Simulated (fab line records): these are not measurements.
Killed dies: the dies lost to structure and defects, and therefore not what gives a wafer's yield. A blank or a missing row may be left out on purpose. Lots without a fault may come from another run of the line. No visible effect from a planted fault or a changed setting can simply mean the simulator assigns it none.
fab line records | flow berkeleyCmos170
record: lots: 14 wafers: 42 lastDay: 13
route steps=331 shown PLDD@147 CONTACT@232 V1@254 M3@329
lots with no fault: from the same line, run without faults
startH: hours from the record's first day to the start of the lot's first wafer shown | waitH: how many hours have passed since the lot's step before this one | " the same as in the row above | L1.1+2: one row covering several wafers at once | - no value present, or no start provided | * or withheld: withheld | < > ~ a bound
route shown NAME@n: NAME is a module with steps in the file, n the number in the route of the first one | usual: mean and standard deviation over wafers with no fault | same: alike in all rows | chamber/n: place in a boat | sites: readings site by site | _std_site: standard deviation of those values | _edge_site: mean of outer sites minus mean of inner sites | radiusMm: for every site, how far away it sits from the centre of the wafer | mask NAME#n: copy n | behind: the most recent tool/chamber to have shaped the wafer | hold: why the lot went on hold/how many hours it stayed there/how the hold came to an end | device: transistor that didn't switch, given as n, p or np | end of line: the route-end tests of the same wafers | a step with no rows: only its recipe | killed: dies lost to structure and defects at the first sort, not the wafer's yield | map: per-die view of a wafer (x killed, . not killed, _ where there is no die)
set.NAME: the setting that was run; set.NAME@STEP: the one run at that earlier step | model.NAME: the simulator's own value behind a step, which no gauge read
steps of the route over a sample of lots; a table a step, a row a wafer
services: when a tool's chamber went out of use (startH, in hours from the record's first day, below 0 if earlier), for how many hours, and the reason
== steps ==
step: UCB170_PLDD_SOFTBAKE_02
recipe: resist: KrF tempC: 130 timeS: 60
usual: runLengthS: 89.2/0.32
columns lot.wafer tool chamber startH waitH runLengthS
L867.1 lithoTrack-03 0 168.46 0.1 88.9
L867.3 " 0 " " 89.0
L867.4 " 0 " " 89.2
L868.1 lithoTrack-03 0 180.82 0.1 88.9
L868.3 " 0 " " 89.1
L868.4 " 0 " " 88.9
L869.2 lithoTrack-04 0 181.08 0.1 89.5
L869.3 " 0 " " 89.6
L869.5 " 0 " " 89.7
L871.2 lithoTrack-03 0 192.16 0.1 88.9
L871.3 " 0 " " 88.9
L871.5 " 0 " " 88.9
L872.1 lithoTrack-02 0 192.25 0.1 89.3
L872.4 " 0 " " 88.9
L872.5 " 0 " " 89.1
L870.3 lithoTrack-04 0 192.30 0.1 89.5
L870.5 " 0 " " 89.4
L870.6 " 0 " " 89.7
L876.1 lithoTrack-04 0 209.42 0.1 89.4
L876.4 " 0 " " 89.4
L876.5 " 0 " " 89.8
L881.3 lithoTrack-04 0 236.69 0.1 94.9
L881.4 " 0 " " 95.1
L881.5 " 0 " " 95.2
L884.1 lithoTrack-03 0 237.56 0.1 88.8
L884.2 " 0 " " 88.9
L884.3 " 0 " " 88.8
L882.2 lithoTrack-04 0 237.56 0.1 95.2
L882.3 " 0 " " 94.9
L882.4 " 0 " " 95.1
L883.2 lithoTrack-02 0 237.70 0.1 88.9
L883.3 " 0 " " 89.0
L883.4 " 0 " " 88.9
L886.2 lithoTrack-02 0 246.08 0.1 89.2
L886.4 " 0 " " 89.0
L886.5 " 0 " " 88.9
L887.2 lithoTrack-02 0 261.09 0.1 88.9
L887.4 " 0 " " 88.9
L887.5 " 0 " " 89.1
L890.3 lithoTrack-03 0 272.90 0.1 88.8
L890.4 " 0 " " 89.1
L890.5 " 0 " " 89.1
step: UCB170_CONTACT_OVL_MEAS_16
usual: CONTACT_OVL: 1/4.9
columns lot.wafer tool chamber startH waitH CONTACT_OVL[nm]
L867.1 overlay-01 - 193.05 0.1 7
L867.3 " - " " 5
L867.4 " - " " 5
L868.1 overlay-01 - 203.48 0.1 -5
L868.3 " - " " -4
L868.4 " - " " -1
L869.2 overlay-02 - 204.70 0.1 5
L869.3 " - " " 4
L869.5 " - " " -4
L870.3 overlay-01 - 217.29 0.1 -1
L870.5 " - " " -1
L870.6 " - " " 4
L871.2 overlay-02 - 217.32 0.1 6
L871.3 " - " " 2
L871.5 " - " " 2
L872.1 overlay-02 - 217.55 0.1 -3
L872.4 " - " " -4
L872.5 " - " " -3
L876.1 overlay-01 - 232.21 0.1 -1
L876.4 " - " " -6
L876.5 " - " " -4
L881.3 overlay-02 - 259.45 0.1 3
L881.4 " - " " 2
L881.5 " - " " 6
L882.2 overlay-02 - 260.29 0.1 7
L882.3 " - " " 4
L882.4 " - " " -3
L883.2 overlay-02 - 262.49 0.1 -5
L883.3 " - " " 1
L883.4 " - " " -8
L884.1 overlay-02 - 262.76 0.1 5
L884.2 " - " " 1
L884.3 " - " " 0
L886.2 overlay-02 - 272.13 0.1 5
L886.4 " - " " 3
L886.5 " - " " 12
L887.2 overlay-02 - 285.59 0.1 -2
L887.4 " - " " -7
L887.5 " - " " -3
L890.3 overlay-02 - 293.51 0.1 -2
L890.4 " - " " -3
L890.5 " - " " 2
step: UCB170_V1_CVD_00
recipe: material: SiO2 targetThkNm: 2000 tempC: 390 precursor: TEOS/O2 timeS: 250 rfW: 550 pressureMtorr: 9000
usual: heaterPowerW: 253/56
columns lot.wafer tool chamber startH waitH heaterPowerW
L867.1 pecvd-03 0 197.89 0.0 187
L867.3 " 2 " " 341
L867.4 " 2 " " 275
L868.1 pecvd-01 0 207.55 0.0 301
L868.3 " 1 " " 232
L868.4 " 1 " " 169
L869.2 pecvd-03 0 208.89 0.0 262
L869.3 " 2 " " 286
L869.5 " 2 " " 373
L871.2 pecvd-03 1 222.19 0.0 242
L871.3 " 2 " " 280
L871.5 " 2 " " 370
L870.3 pecvd-02 0 223.53 0.0 309
L870.5 " 0 " " 239
L870.6 " 1 " " 187
L872.1 pecvd-01 1 223.53 0.0 198
L872.4 " 0 " " 233
L872.5 " 2 " " 142
L876.1 pecvd-02 1 236.80 0.0 267
L876.4 " 0 " " 331
L876.5 " 1 " " 188
L881.3 pecvd-03 2 263.08 0.0 296
L881.4 " 0 " " 181
L881.5 " 2 " " 382
L882.2 pecvd-02 2 264.88 0.0 264
L882.3 " 1 " " 244
L882.4 " 2 " " 306
L883.2 pecvd-01 0 267.54 0.0 313
L883.3 " 2 " " 195
L883.4 " 1 " " 244
L884.1 pecvd-02 1 267.54 0.0 220
L884.2 " 0 " " 257
L884.3 " 2 " " 294
L886.2 pecvd-02 0 278.95 0.0 320
L886.4 " 1 " " 265
L886.5 " 2 " " 220
L887.2 pecvd-01 2 290.68 0.0 156
L887.4 " 2 " " 208
L887.5 " 1 " " 248
L890.3 pecvd-01 2 297.62 0.0 178
L890.4 " 1 " " 246
L890.5 " 0 " " 233
step: UCB170_M3_CD_MEAS_90
recipe: targetCdNm: 700
usual: cdNm: 701/3.7
columns lot.wafer tool chamber startH waitH cdNm
L867.1 cdSem-02 - 209.18 0.3 700
L867.3 " - " " 697
L867.4 " - " " 703
L868.1 cdSem-01 - 224.46 0.1 695
L868.3 " - " " 697
L868.4 " - " " 695
L869.2 cdSem-01 - 225.20 0.1 708
L869.3 " - " " 704
L869.5 " - " " 709
L871.2 cdSem-02 - 234.96 0.1 699
L871.3 " - " " 701
L871.5 " - " " 699
L870.3 cdSem-01 - 235.30 0.1 704
L870.5 " - " " 697
L870.6 " - " " 704
L872.1 cdSem-01 - 236.40 0.1 709
L872.4 " - " " 706
L872.5 " - " " 704
L876.1 cdSem-02 - 252.98 0.1 702
L876.4 " - " " 702
L876.5 " - " " 701
L881.3 cdSem-01 - 275.34 0.2 705
L881.4 " - " " 706
L881.5 " - " " 703
L882.2 cdSem-02 - 277.62 0.1 702
L882.3 " - " " 705
L882.4 " - " " 699
L883.2 cdSem-01 - 280.79 0.1 698
L883.3 " - " " 698
L883.4 " - " " 697
L884.1 cdSem-01 - 281.08 0.1 706
L884.2 " - " " 699
L884.3 " - " " 710
L886.2 cdSem-02 - 292.12 0.1 698
L886.4 " - " " 699
L886.5 " - " " 698
L887.2 cdSem-02 - 304.64 0.1 700
L887.4 " - " " 704
L887.5 " - " " 704
L890.3 cdSem-02 - 311.14 0.1 697
L890.4 " - " " 700
L890.5 " - " " 697
== services ==
columns tool chamber startH hours kind
pecvd-03 0 149.50 - clean
pecvd-03 1 149.50 - clean
pecvd-03 2 149.50 - clean
pecvd-01 - 164.45 2.8 pm
pecvd-02 - 193.00 6.0 pm
pecvd-01 - 201.47 0.6 repair
pecvd-02 - 254.47 2.8 pm
pecvd-01 - 262.37 0.9 repair
pecvd-03 - 297.22 2.8 pm
== key ==
firstSign: step: UCB170_PLDD_SOFTBAKE_02 reading: runLengthS direction: up sigmas: 19 usual: * struck: *
effect none on later readings
metAt UCB170_PLDD_SOFTBAKE_02
struckLots L881,L882
testerLeftOut L881,L882
notActingAt UCB170_CONTACT_OVL_MEAS_16,UCB170_V1_CVD_00,UCB170_M3_CD_MEAS_90
onsetBetween 209.42 236.69
fault: kind: processParameterDrift tool: lithoTrack-04 chamber: - onsetH: 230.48 steps: UCB170_PLDD_SOFTBAKE_02 channel: timeS offset: * shape: step endH: 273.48 actsIn: * stated: *
testerLeftOut: of these lots the tester's yield and bins aren't shown, on N5 and GAA mostly nor the transistor test; their killed dies are dies lost to structure and defects alone, not to doping, threshold or leakage, so they don't give the yield
